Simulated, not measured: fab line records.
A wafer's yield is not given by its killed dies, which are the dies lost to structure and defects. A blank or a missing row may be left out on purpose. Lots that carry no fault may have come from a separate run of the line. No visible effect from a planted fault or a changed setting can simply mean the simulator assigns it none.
Lot-split experiment / flow berkeleyCmos170 / route with 331 steps; 5 lots, 23 wafers read

== THE SPLIT ==
At UCB170_M1_EXPOSE_06 (exposes mask METAL1, target cd 700 nm), the setting doseMj was moved away from the recipe's 21 on 9 of the 23 wafers read, by -6.6% to +5.4%. This setting was run at the recipe's value on the other wafers.

== FROM THE SPLIT TO THE READING: what the file shows between them, 6 steps ==
- UCB170_M1_PEB_07
- UCB170_M1_DEVELOP_08: develop time 45 s
- UCB170_M1_CD_MEAS_09: target cd 700 nm
- UCB170_M1_ETCH_11: etches BARC in N2/H2
- UCB170_M1_METAL_ETCH_12: etches Al in Cl2/BCl3, stops on PSG, target depth 780 nm, time 130 s
- UCB170_M1_STRIP_13: strips in O2 (also split here: o2FlowSccm)

== THE READING ==
Shown in nm: cdNm at UCB170_M1_CD_MEAS_90, with target cd 700 nm. A value of 699.9 nm with a standard deviation of 1.5 nm is what fault-free wafers of this fab line usually give.

wafer=L076.1; tool, chamber at the split=krfScanner-02, 0; doseMj as run=21.53; against the recipe=+2.5%; cdNm, nm=694.0; against lot-mates on the recipe=-4.3
wafer=L076.2; tool, chamber at the split=krfScanner-02, 0; doseMj as run=21.53; against the recipe=+2.5%; cdNm, nm=694.6; against lot-mates on the recipe=-3.7
wafer=L076.3; tool, chamber at the split=krfScanner-02, 0; doseMj as run=21; against the recipe=recipe; cdNm, nm=697.6; against lot-mates on the recipe=-
wafer=L076.4; tool, chamber at the split=krfScanner-02, 0; doseMj as run=21.53; against the recipe=+2.5%; cdNm, nm=693.8; against lot-mates on the recipe=-4.5
wafer=L076.6; tool, chamber at the split=krfScanner-02, 0; doseMj as run=21; against the recipe=recipe; cdNm, nm=699.0; against lot-mates on the recipe=-
wafer=L077.1; tool, chamber at the split=krfScanner-02, 0; doseMj as run=21; against the recipe=recipe; cdNm, nm=698.1; against lot-mates on the recipe=-
wafer=L077.2; tool, chamber at the split=krfScanner-02, 0; doseMj as run=19.62; against the recipe=-6.6%; cdNm, nm=710.3; against lot-mates on the recipe=+12.0
wafer=L077.3; tool, chamber at the split=krfScanner-02, 0; doseMj as run=19.62; against the recipe=-6.6%; cdNm, nm=711.2; against lot-mates on the recipe=+13.0
wafer=L077.4; tool, chamber at the split=krfScanner-02, 0; doseMj as run=21; against the recipe=recipe; cdNm, nm=698.4; against lot-mates on the recipe=-
wafer=L077.6; tool, chamber at the split=krfScanner-02, 0; doseMj as run=19.62; against the recipe=-6.6%; cdNm, nm=710.2; against lot-mates on the recipe=+12.0
wafer=L081.4; tool, chamber at the split=krfScanner-01, 0; doseMj as run=21; against the recipe=recipe; cdNm, nm=700.1; against lot-mates on the recipe=-
wafer=L081.5; tool, chamber at the split=krfScanner-01, 0; doseMj as run=21; against the recipe=recipe; cdNm, nm=699.5; against lot-mates on the recipe=-
wafer=L081.6; tool, chamber at the split=krfScanner-01, 0; doseMj as run=21; against the recipe=recipe; cdNm, nm=700.2; against lot-mates on the recipe=-
wafer=L085.1; tool, chamber at the split=krfScanner-02, 0; doseMj as run=22.13; against the recipe=+5.4%; cdNm, nm=692.7; against lot-mates on the recipe=-9.1
wafer=L085.2; tool, chamber at the split=krfScanner-02, 0; doseMj as run=21; against the recipe=recipe; cdNm, nm=703.4; against lot-mates on the recipe=-
wafer=L085.4; tool, chamber at the split=krfScanner-02, 0; doseMj as run=21; against the recipe=recipe; cdNm, nm=700.2; against lot-mates on the recipe=-
wafer=L085.5; tool, chamber at the split=krfScanner-02, 0; doseMj as run=22.13; against the recipe=+5.4%; cdNm, nm=690.6; against lot-mates on the recipe=-11.2
wafer=L085.6; tool, chamber at the split=krfScanner-02, 0; doseMj as run=22.13; against the recipe=+5.4%; cdNm, nm=692.2; against lot-mates on the recipe=-9.6
wafer=L084.1; tool, chamber at the split=krfScanner-01, 0; doseMj as run=21; against the recipe=recipe; cdNm, nm=698.6; against lot-mates on the recipe=-
wafer=L084.2; tool, chamber at the split=krfScanner-01, 0; doseMj as run=21; against the recipe=recipe; cdNm, nm=699.7; against lot-mates on the recipe=-
wafer=L084.3; tool, chamber at the split=krfScanner-01, 0; doseMj as run=21; against the recipe=recipe; cdNm, nm=698.8; against lot-mates on the recipe=-
wafer=L084.5; tool, chamber at the split=krfScanner-01, 0; doseMj as run=21; against the recipe=recipe; cdNm, nm=699.6; against lot-mates on the recipe=-
wafer=L084.6; tool, chamber at the split=krfScanner-01, 0; doseMj as run=21; against the recipe=recipe; cdNm, nm=698.6; against lot-mates on the recipe=-

FIT RESULTS
A straight line over all 23 wafers: cdNm changes by -1.62 nm for each +1% of doseMj; r = -0.97; the points scatter about the line by 1.3 nm.
The same after taking each lot's own level away (the mean of its wafers on the recipe; 23 wafers): -1.85 nm for each +1%; r = -0.99; scatter 0.74 nm.
On that fit, the largest move of doseMj shifts the reading by 12 nm.
Measured against the standard deviation above, the lots' own levels, which go from 698.25 to 701.80 nm, span 2.4 times it.
So the slope is not independent of the lot-to-lot level: the two fits are not the same.
Check: with one of the wafers moved furthest among these (-6.6%) left out of the fit, the line predicts +12.3 nm for it against its lot-mates. Against them it came out at +12 nm.

== ADDITIONAL SPLITS CARRIED BY THESE WAFERS ==
Note: prior to the reading, these wafers also went through further splits. Each is held against what the fit with the lots' levels taken away leaves over:
other split on the same wafers=UCB170_NSD_IMPLANT_08 energyKev; wafers away from the commonest value=6; r with cdNm (lot level and that fit taken away)=-0.16
other split on the same wafers=UCB170_SILICIDE_SPUTTER_01 timeS; wafers away from the commonest value=10; r with cdNm (lot level and that fit taken away)=+0.17
other split on the same wafers=UCB170_CONTACT_COAT_04 resistThkNm; wafers away from the commonest value=10; r with cdNm (lot level and that fit taken away)=-0.07
other split on the same wafers=UCB170_M1_STRIP_13 o2FlowSccm; wafers away from the commonest value=12; r with cdNm (lot level and that fit taken away)=+0.23

== THE WHOLE CHAIN: every reading that the file lists as answering this split, in the file's order ==
step=UCB170_M1_CD_MEAS_09; what it does=target cd 700 nm; reading=cdNm; change (the file's fit)=-1.71 nm for each +1% of the setting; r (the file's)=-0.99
step=UCB170_M1_ETCH_11; what it does=etches BARC in N2/H2; reading=M1.cdNm (the simulator's own value, which no gauge read); change (the file's fit)=-1.77 nm for each +1% of the setting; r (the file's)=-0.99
step=UCB170_M1_METAL_ETCH_12; what it does=etches Al in Cl2/BCl3, stops on PSG, target depth 780 nm, time 130 s; reading=M1.cdNm (the simulator's own value, which no gauge read); change (the file's fit)=-1.87 nm for each +1% of the setting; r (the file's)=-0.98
step=UCB170_M1_CD_MEAS_90; what it does=target cd 700 nm; reading=cdNm; change (the file's fit)=-1.85 nm for each +1% of the setting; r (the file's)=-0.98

== THE FILE'S OWN FIT ==
cdNm changes by -1.85 nm for each +1% of doseMj, r = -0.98.
